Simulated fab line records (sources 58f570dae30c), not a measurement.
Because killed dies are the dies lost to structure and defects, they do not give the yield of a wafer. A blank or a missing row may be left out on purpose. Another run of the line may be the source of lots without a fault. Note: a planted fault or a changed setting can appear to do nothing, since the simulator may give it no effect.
A struck lot beside a sound one || flow berkeley_cmos170 || 23 steps out of a route of 331
Sound: these wafers, L101.4, L101.5, L101.6. The struck wafers were L998.1, L998.5, L998.6. Last of all comes the cause.
For every step that has rows: the tool of each side, followed by ch and its chambers, followed by its first start. Under that, the readings that differ: sound wafers || struck wafers || difference of the means || sigmas: that difference in standard deviations of wafers without a fault.
alike: readings whose means differ by less than 2 such deviations, and words and numbers that are the same on both sides. not compared: withheld readings, readings that some wafer has no value for, bounds like >300 that may hide the same value, and numbers for which the record gives no deviation and whose values overlap.
The two part at a step that has a row with sigmas, a row that says differs or no value, or rows on one side only. Numbers that don't overlap but have no deviation are shown without sigmas and don't part them. A reading that every wafer of one side lacks parts them only if that side has two wafers or more.

first, 6 steps without rows for these wafers: UCB170_ZERO_HMDS_00 (prime time 60 s); UCB170_ZERO_COAT_01 (resist thk 900 nm); UCB170_ZERO_SOFTBAKE_02 (time 60 s); UCB170_ZERO_EXPOSE_03 (exposes mask PM MARKS, target cd 4000 nm); UCB170_ZERO_PEB_04; UCB170_ZERO_DEVELOP_05 (develop time 45 s).
UCB170_ZERO_ETCH_06: etches SiO2 in CHF3/CF4/Ar, time 12 s.
  sound on rie_diel-03 ch 2,3, day 5 00:50; struck on rie_diel-03 ch 0,1,2, day 4 08:49
  alike: drypump_motor_current_A, oes_product_au, throttle_valve_pct
  not compared: rf_hours_counter_h
UCB170_ZERO_STRIP_07: strips in O2.
  sound on plasma_asher-02 ch 0,1, day 5 00:53; struck on plasma_asher-01 ch 0,1, day 4 08:50
  alike: drypump_motor_current_A, oes_product_au, strip_time_to_endpoint_s
  not compared: rf_hours_counter_h
then, 2 steps without rows for these wafers: UCB170_NWELL_WET_ETCH_00 (etches SiO2 in dHF, time 200 s); UCB170_NWELL_OXIDATION_01 (target thk 26.4 nm, ox time 1260 s).
UCB170_NWELL_THK_MEAS_02:
  struck on film_metro-02, day 4 12:50; sound on film_metro-01, day 5 03:34
  alike: NWELL_OXIDE_THK
then, 1 step without rows for these wafers: UCB170_NWELL_ANNEAL_03 (time 900 s).
UCB170_NWELL_CVD_04: deposits Si3N4 from SiH2Cl2/NH3, target thk 224 nm, time 3360 s.
  sound on lpcvd-01 ch 0, day 5 06:08; struck on lpcvd-02 ch 1, day 4 16:45
{"reading": "model.Si3N4_of_NWELL_CVD_04.thk_nm (nm)", "sound": "227.2 224.4 224.5", "struck": "406.2 405.2 407.4", "difference": "+180.9", "sigmas": ""}
  alike: nh3_flow_sccm
UCB170_NWELL_THK_MEAS_05:
  struck on film_metro-03, day 4 18:41; sound on film_metro-01, day 5 08:10
{"reading": "NWELL_NITRIDE_THK (nm)", "sound": "226.9 224.3 224.6", "struck": "406.3 405.3 408.0", "difference": "+181.3", "sigmas": "+86"}
then, 6 steps without rows for these wafers: UCB170_NWELL_HMDS_06 (prime time 60 s); UCB170_NWELL_COAT_07 (resist thk 900 nm); UCB170_NWELL_SOFTBAKE_08 (time 60 s); UCB170_NWELL_EXPOSE_09 (exposes mask NWELL, target cd 3000 nm); UCB170_NWELL_PEB_10; UCB170_NWELL_DEVELOP_11 (develop time 45 s).
UCB170_NWELL_OVL_MEAS_12:
  struck on overlay-01, day 4 19:35; sound on overlay-02, day 5 09:33
{"reading": "NWELL_OVL (nm)", "sound": "14 4 12", "struck": "-12 -4 -1", "difference": -16, "sigmas": -2}
UCB170_NWELL_ETCH_13: etches Si3N4 in CH3F/Ar/O2, stops on SiO2, target depth 246.4 nm, time 154 s.
  sound on rie_diel-01 ch 0,1,2, day 5 09:37; struck on rie_diel-04 ch 0,1,2, day 4 19:37
{"reading": "oes_product_au (a.u.)", "sound": "0.956 0.929 0.940", "struck": "0.981 1.023 0.985", "difference": "+0.055", "sigmas": "+4"}
{"reading": "model.etch.depth_nm (nm)", "sound": "227.2 224.4 224.5", "struck": "241.5 248 243.6", "difference": "+19.0", "sigmas": ""}
  alike: drypump_motor_current_A, throttle_valve_pct
  not compared: rf_hours_counter_h
after that, 1 step had no rows for these wafers: UCB170_NWELL_IMPLANT_14.

## WHERE THEY PART
First at UCB170_NWELL_THK_MEAS_05; last, within this record, at UCB170_NWELL_ETCH_13.

WHY: what had been put in by the simulator
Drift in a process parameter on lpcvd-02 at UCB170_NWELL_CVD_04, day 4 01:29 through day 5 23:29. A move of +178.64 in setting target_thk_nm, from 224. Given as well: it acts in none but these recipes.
